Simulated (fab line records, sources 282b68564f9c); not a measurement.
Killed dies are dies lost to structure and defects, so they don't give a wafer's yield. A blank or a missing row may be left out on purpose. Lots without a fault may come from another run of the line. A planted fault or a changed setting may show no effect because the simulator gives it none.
One fault seen from 2 desks | flow rit_cmos | each desk has only its own numbers; what lay behind them comes last

THE METROLOGY DESK
What the gauges read, lot by lot, whatever tool the lot ran on: means of the sampled wafers that have a number. A lot is out of limits, marked OUT, if its mean lies more than 4 standard deviations from the usual mean; the brackets give that distance.
Columns: A = ACTIVE_NITRIDE_THK at RIT_ACTIVE_THK_MEAS_04, usual 149.6 nm; B = NWELL_RS at RIT_WELLDRIVE_RS_MEAS_01, usual 276.0 ohm/sq; C = PWELL_RS at RIT_WELLDRIVE_RS_MEAS_02, usual 429.7 ohm/sq; D = GATE_OXIDE_THK at RIT_GATE_THK_MEAS_07, usual 2.97 nm
lot  | first seen here | A     | B               | C               | D
L386 | day 1 14:15     | 151.6 | 276.1           | 430.5           | 3.01
L387 | day 1 18:32     | 150.9 | 276.1           | 429.3           | 2.88
L388 | day 2 00:04     | 149.8 | 276.0           | 429.7           | 3.03
L389 | day 2 06:19     | 149.3 | 276.7           | 430.0           | 3.06
L390 | day 2 09:39     | 150.5 | 276.1           | 429.9           | 2.92
L393 | day 3 02:28     | 149.9 | 253.2 (-29) OUT | 405.8 (-20) OUT | 2.98
L394 | day 3 06:38     | 148.3 | 275.6           | 430.2           | 3.00
L395 | day 3 12:01     | 148.4 | 253.7 (-29) OUT | 404.7 (-21) OUT | 2.96
L399 | day 4 07:43     | 149.7 | 276.3           | 428.4           | 3.02
L401 | day 4 17:49     | 147.5 | 274.6           | 427.5           | 3.02
L403 | day 5 04:35     | 152.0 | 276.3           | 428.7           | 2.93
L407 | day 5 23:14     | 150.5 | 274.0           | 429.4           | 3.05
L408 | day 6 05:56     | 150.5 | 275.8           | 427.6           | 3.00
L409 | day 6 10:38     | 149.0 | 275.5           | 429.9           | 2.99
This desk's finding: out of limits on L393, L395; first on L393, day 3 21:37 (NWELL_RS at RIT_WELLDRIVE_RS_MEAS_01). In limits: L386, L387, L388, L389, L390, L394, L399, L401, L403, L407, L408, L409.

THE TOOL OWNER'S DESK: furnace-04
The tool's own readings at RIT_WELLDRIVE_ANNEAL_00 (time 14700 s): means of the sampled wafers that have a number, for each lot that ran on this tool. A lot is out of limits, marked OUT, if its mean lies more than 4 standard deviations from the usual mean; the brackets give that distance.
Columns: A = spike_tc_centre_C at RIT_WELLDRIVE_ANNEAL_00, usual 1102.3 C; B = spike_tc_load_C at RIT_WELLDRIVE_ANNEAL_00, usual 1128.4 C; C = spike_tc_source_C at RIT_WELLDRIVE_ANNEAL_00, usual 1129.1 C; D = tube_center_temp_C at RIT_WELLDRIVE_ANNEAL_00, usual 1100 C; E = tube_center_temp_C_max at RIT_WELLDRIVE_ANNEAL_00, usual 1102.8; F = zone_power_source_pct at RIT_WELLDRIVE_ANNEAL_00, usual 40.6 %
lot  | first seen here | A                | B                 | C                 | D                      | E                | F
L387 | day 2 09:56     | 1102.1           | 1127.2            | 1126.0            | 1100                   | 1102.7           | 43.3
L388 | day 2 16:58     | 1102.6           | 1126.3            | 1127.0            | 1100                   | 1103.8           | 43.3
L393 | day 3 16:30     | 1124.4 (+18) OUT | 1148.5 (+8.0) OUT | 1148.7 (+9.3) OUT | 1122 (+99 or more) OUT | 1124.5 (+47) OUT | 45.7
L395 | day 4 01:41     | 1125.4 (+19) OUT | 1148.1 (+7.9) OUT | 1148.9 (+9.4) OUT | 1122 (+99 or more) OUT | 1125.7 (+50) OUT | 45.6
This desk's finding: out of limits on L393, L395; first on L393, day 3 16:30 (spike_tc_centre_C at RIT_WELLDRIVE_ANNEAL_00). In limits: L387, L388.

PUT TOGETHER
The tool owner's desk could have raised an alarm at day 3 16:30, on L393, L395.
The metrology desk could have raised an alarm at day 3 21:37, on L393, L395.
Of the lots named, all ran RIT_WELLDRIVE_ANNEAL_00 on furnace-04.

WHAT THE SIMULATOR HAD PUT IN
Process parameter drift: furnace-04, from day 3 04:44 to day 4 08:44, at RIT_WELLDRIVE_ANNEAL_00. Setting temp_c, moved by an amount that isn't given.
Lots struck among those shown: L393, L395.
Hours from the fault's start to each desk's first reading out of limits: the tool owner's desk, 12; the metrology desk, 17.
